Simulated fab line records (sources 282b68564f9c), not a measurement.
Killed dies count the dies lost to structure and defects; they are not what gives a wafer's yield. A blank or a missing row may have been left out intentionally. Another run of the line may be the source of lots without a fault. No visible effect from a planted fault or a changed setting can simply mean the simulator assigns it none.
A lot that was struck, set against a sound lot / flow rit cmos / 21 out of 202 route steps
Sound: wafers L928.3, L928.5, L928.6. Struck: wafers L942.1, L942.5, L942.6. The cause comes at the end.
For every step that has rows: the tool of each side, followed by ch and its chambers, followed by its first start. Under that, the readings that differ: sound wafers / struck wafers / difference of the means / sigmas: that difference in standard deviations of wafers without a fault.
alike: same words and numbers on both sides, and readings whose means sit less than 2 such deviations apart. not compared: any withheld reading, any reading some wafer has no value for, any bound like >300 that may hide the same value, and any number with overlapping values for which the record gives no deviation.
A row with sigmas, a row that says differs or no value, or rows on one side alone: a step with any of these is where the two part. Numbers that have no deviation but don't overlap get no sigmas and don't part them. A reading that every wafer of one side lacks parts them only if that side has two wafers or more.

first, 3 steps without rows for these wafers: RIT_GATE_CLEAN_02 (cleans in dHF, time 30 s); RIT_GATE_CLEAN_03 (cleans in SC2, time 600 s); RIT_GATE_CLEAN_04 (cleans in dHF, time 60 s).
RIT_FOX2_THK_MEAS_91:
  sound: film metro-04 at day 2 11:20; struck: film metro-03 at day 5 09:38
  alike: FIELD_OXIDE_LEFT_2_THK
then, 2 steps without rows for these wafers: RIT_GATE_OXIDATION_05 (target thk 3 nm, ox time 270 s); RIT_GATE_ANNEAL_06 (time 600 s).
RIT_GATE_THK_MEAS_07:
  sound: film metro-04 at day 2 13:28; struck: film metro-01 at day 5 14:41
  alike: GATE_OXIDE_THK
then, 1 step without rows for these wafers: RIT_GATE_CVD_08 (deposits poly-Si from SiH4, target thk 250 nm, time 2220 s).
RIT_GATE_THK_MEAS_09:
  sound: film metro-04 at day 2 15:09; struck: film metro-01 at day 5 16:22
  alike: GATE_POLY_THK
then, 3 steps without rows for these wafers: RIT_GATE_HMDS_10 (prime time 60 s); RIT_GATE_COAT_11 (resist thk 850 nm); RIT_GATE_SOFTBAKE_12 (time 60 s).
RIT_GATE_EXPOSE_13: exposes mask M6, target cd 150 nm.
  sound on iline stepper-01 ch 0, day 2 15:40; struck on iline stepper-01 ch 0, day 5 17:03
reading=mask; sound=M6#0 M6#0 M6#0; struck=M6_R1#0 M6_R1#0 M6_R1#0; difference=differs; sigmas=
then, 1 step without rows for these wafers: RIT_GATE_PEB_14.
RIT_GATE_DEVELOP_15: develop time 50 s.
  sound: litho track-02 ch 0; struck: litho track-04 ch 0
reading=model.GATE.cd nm (nm); sound=147.5 149.5 149.7; struck=193.8 195.5 196.3; difference=+46.3; sigmas=
  alike: chill plate temp C, resist line temp C
RIT_GATE_CD_MEAS_16: the cd target is 150 nm.
  sound: cd sem-01 at day 2 16:05; struck: cd sem-02 at day 5 17:27
reading=cd nm (nm); sound=147.7 149.3 149.6; struck=193.7 195.6 196.4; difference=+46.4; sigmas=+18
RIT_GATE_OVL_MEAS_17:
  sound: overlay-01 at day 2 16:10; struck: overlay-01 at day 5 17:34
  alike: GATE_OVL
then, 1 step without rows for these wafers: RIT_GATE_HARDBAKE_18 (time 60 s).
RIT_GATE_ETCH_19: etches poly-Si in SF6/CHF3/O2, stops on SiO2, time 165 s, target depth 312.5 nm.
  sound on rie si-02 ch 1,2,3, day 2 16:20; struck on rie si-02 ch 0,1, day 5 17:46
reading=model.GATE.cd nm (nm); sound=147.4 149.4 149.6; struck=193.9 195.6 196.4; difference=+46.5; sigmas=
  alike: O2_flow_sccm, drypump motor current A, oes product au, throttle valve pct
  not compared: rf hours counter h
RIT_GATE_STRIP_20: strips in O2, time 180 s.
  sound on plasma asher-04 ch 0,1, day 2 16:31; struck on plasma asher-04 ch 0,1, day 5 17:52
  alike: drypump motor current A
  not compared: rf hours counter h
RIT_M1_PROBE_99:
  sound: prober-01 at day 3 13:23; struck: prober-01 at day 6 15:23
reading=killed at front end; sound=5 10 3; struck=264 263 264; difference=+258; sigmas=+76
reading=killed dies; sound=5 10 3; struck=264 263 264; difference=+258; sigmas=+76
reading=killed on rim; sound=2 3 1; struck=70 70 70; difference=+68; sigmas=+49
  alike: killed at contacts, killed open, killed short

== WHERE THEY PART ==
Earliest at RIT_GATE_EXPOSE_13; latest, in this record, at RIT_M1_PROBE_99.

WHY: what had been put in by the simulator
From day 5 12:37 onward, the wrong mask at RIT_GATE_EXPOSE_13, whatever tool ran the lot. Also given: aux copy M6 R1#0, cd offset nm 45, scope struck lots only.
